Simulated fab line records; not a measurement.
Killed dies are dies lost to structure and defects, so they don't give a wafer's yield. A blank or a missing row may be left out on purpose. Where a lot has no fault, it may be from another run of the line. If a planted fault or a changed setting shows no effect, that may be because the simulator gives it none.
A struck lot beside a sound one -- flow rit cmos -- 14 steps out of a route of 202
Sound: the wafers L451.1, L451.2, L451.3. Wafers L468.2, L468.4, L468.6 were the ones struck. At the end, the cause is stated.
Each step with rows lists, per side, the tool, then ch with its chambers, then its first start. Under that, the readings that differ: sound wafers -- struck wafers -- difference of the means -- sigmas: that difference in standard deviations of wafers without a fault.
alike: words and numbers the same on both sides, and readings whose means are apart by under 2 such deviations; not compared: readings that were withheld, readings missing a value for some wafer, numbers with overlapping values and no deviation given by the record, and bounds like >300 which may hide the same value.
The two part at a step that has a row with sigmas, a row that says differs or no value, or rows on one side only. Non-overlapping numbers with no deviation appear without sigmas and do not part them. A reading missing from all wafers of one side parts the sides only when that side holds two or more wafers.

RIT_FOX1_THK_MEAS_01:
  sound on film metro-01, day 2 10:00; struck on film metro-01, day 6 04:11
  alike: FOX1_OXIDE_THK
then, 2 steps without rows for these wafers: RIT_FOX1_WET_ETCH_02 (etches SiO2 in BOE, target depth 350 nm, time 390 s); RIT_FOX2_OXIDATION_00 (target thk 350.7 nm, ox time 1130 s).
RIT_FOX2_THK_MEAS_01:
  sound on film metro-02, day 2 11:29; struck on film metro-01, day 6 11:48
  alike: FOX2_OXIDE_THK
then, 2 steps without rows for these wafers: RIT_FOX2_CLEAN_02 (cleans in dHF, time 180 s); RIT_FOX2_WET_ETCH_03 (etches Si3N4 in H3PO4, target depth 195 nm, time 2700 s).
RIT_FOX2_THK_MEAS_90:
  sound on film metro-02, day 2 12:22; struck on film metro-04, day 6 12:45
  alike: FIELD_OXIDE_LEFT_1_THK
then, 5 steps without rows for these wafers: RIT_NWELL_HMDS_00 (prime time 60 s); RIT_NWELL_COAT_01 (resist thk 1300 nm); RIT_NWELL_SOFTBAKE_02 (time 60 s); RIT_NWELL_EXPOSE_03 (exposes mask M2, target cd 43900 nm); RIT_NWELL_PEB_04.
RIT_NWELL_DEVELOP_05: develop time 68 s.
  sound on litho track-01 ch 0, day 2 13:00; struck on litho track-04, day 6 13:00
  no value came back on the struck wafers for chill plate temp C (C), develop time s (s), developer temp C (C), resist line temp C (C); on the sound wafers chill plate temp C (C) reads 23.04 22.92 23.01
RIT_NWELL_OVL_MEAS_06:
  sound on overlay-01, day 2 13:19; struck on overlay-02, day 6 13:49
reading,sound,struck,difference,sigmas
NWELL_OVL (nm),3.9 3.0 3.2,- - -,no value on the struck wafers,

== WHERE THEY PART ==
Earliest at RIT_NWELL_DEVELOP_05; latest, in this record, at RIT_NWELL_OVL_MEAS_06.

WHY: what had been put in by the simulator
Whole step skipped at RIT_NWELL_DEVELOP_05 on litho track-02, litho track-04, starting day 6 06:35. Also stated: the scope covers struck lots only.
